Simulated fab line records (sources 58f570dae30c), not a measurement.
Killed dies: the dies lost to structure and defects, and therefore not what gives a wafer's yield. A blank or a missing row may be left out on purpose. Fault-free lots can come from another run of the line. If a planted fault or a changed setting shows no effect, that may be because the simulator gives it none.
Tool commonality check ; flow berkeley-cmos170 ; 45 wafers sampled across 15 lots

## REASON IT WAS OPENED
At UCB170_PSD_OVL_MEAS_07 the reading PSD_OVL is flagged on 3 of 15 lots. Fault-free wafers read 0 nm, with a standard deviation of 6.1.
Rule: a lot is flagged when every wafer of it that has a number lies more than 4 standard deviations from that mean, or none has a number. As for the other lots, they are considered sound.

lot;measured;on;PSD_OVL (nm), wafer by wafer;flag
L273;day 7 15:32;overlay-02;1 0 9;
L274;day 8 08:35;overlay-02;-4 -12 -5;
L277;day 8 08:40;overlay-01;-12 -5 -2;
L275;day 8 08:55;overlay-02;0 6 10;
L276;day 8 09:02;overlay-01;-1 2 6;
L279;day 9 00:02;overlay-02;2 -3 1;
L281;day 9 00:28;overlay-02;-4 -4 1;
L283;day 9 19:07;overlay-01;0 -5 2;
L284;day 9 19:14;overlay-02;1 -1 4;
L282;day 9 19:25;overlay-01;-5 1 6;
L286;day 10 09:46;overlay-02;8 -5 0;
L289;day 11 08:08;overlay-02;-143 -155 -147;FLAGGED
L292;day 11 22:30;overlay-02;-3 0 -7;
L294;day 11 22:38;overlay-02;-161 -169 -170;FLAGGED
L295;day 12 03:59;overlay-01;-161 -158 -161;FLAGGED
The mean of the flagged lots' numbers is -158 nm, -158 nm from the usual (-26 standard deviations).

## EACH LOT AND THE TOOL IT RAN ON
The record holds 1 process step before the reading, out of a route of 331 steps. Read each cell as the tool, then ch plus the chambers that the sampled wafers visited, then the start.
lot;flag;UCB170_PSD_EXPOSE_03
L273;;krf-scanner-02 ch 0, day 7 14:56
L274;;krf-scanner-01 ch 0, day 8 07:57
L277;;krf-scanner-02 ch 0, day 8 08:09
L275;;krf-scanner-01 ch 0, day 8 08:23
L276;;krf-scanner-01 ch 0, day 8 08:32
L279;;krf-scanner-02 ch 0, day 8 23:19
L281;;krf-scanner-02 ch 0, day 8 23:26
L283;;krf-scanner-02 ch 0, day 9 18:36
L284;;krf-scanner-02 ch 0, day 9 18:43
L282;;krf-scanner-02 ch 0, day 9 18:54
L286;;krf-scanner-01 ch 0, day 10 09:16
L289;FLAGGED;krf-scanner-02 ch 0, day 11 07:26
L292;;krf-scanner-01 ch 0, day 11 21:26
L294;FLAGGED;krf-scanner-02 ch 0, day 11 21:40
L295;FLAGGED;krf-scanner-02 ch 0, day 12 03:29
What the steps here do:
- UCB170_PSD_EXPOSE_03: exposes mask PSELECT MOD, target cd 1200 nm.
- UCB170_PSD_OVL_MEAS_07

## FLAGGED AGAINST TOTAL, ONE TOOL AT A TIME (gauges that did the reading follow at the end)
step;tool;lots run;flagged;share of the flagged lots;sound lots run after its first flagged lot
UCB170_PSD_EXPOSE_03;krf-scanner-01;5;0;none;-
UCB170_PSD_EXPOSE_03;krf-scanner-02;10;3;all;0
UCB170_PSD_OVL_MEAS_07;overlay-01;5;1;some;0
UCB170_PSD_OVL_MEAS_07;overlay-02;10;2;some;1 (L292)

## WHAT THE TABLE ALLOWS
All flagged lots share 1 row of the table, namely krf-scanner-02 at UCB170_PSD_EXPOSE_03.
- krf-scanner-02 at UCB170_PSD_EXPOSE_03: 3 of its 10 lots flagged. It ran its last sound lot, L282, at day 9 18:54 and its first flagged lot, L289, at day 11 07:26: a fault with its onset between the two fits.
Just one tool remains: krf-scanner-02 at UCB170_PSD_EXPOSE_03.

## WHAT WAS PUT IN BY THE SIMULATOR
Scanner matching overlay: krf-scanner-02, from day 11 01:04 on, at UCB170_PSD_EXPOSE_03. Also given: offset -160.
Shown lots that were struck: L289, L294, L295. The same result came from the rule above.
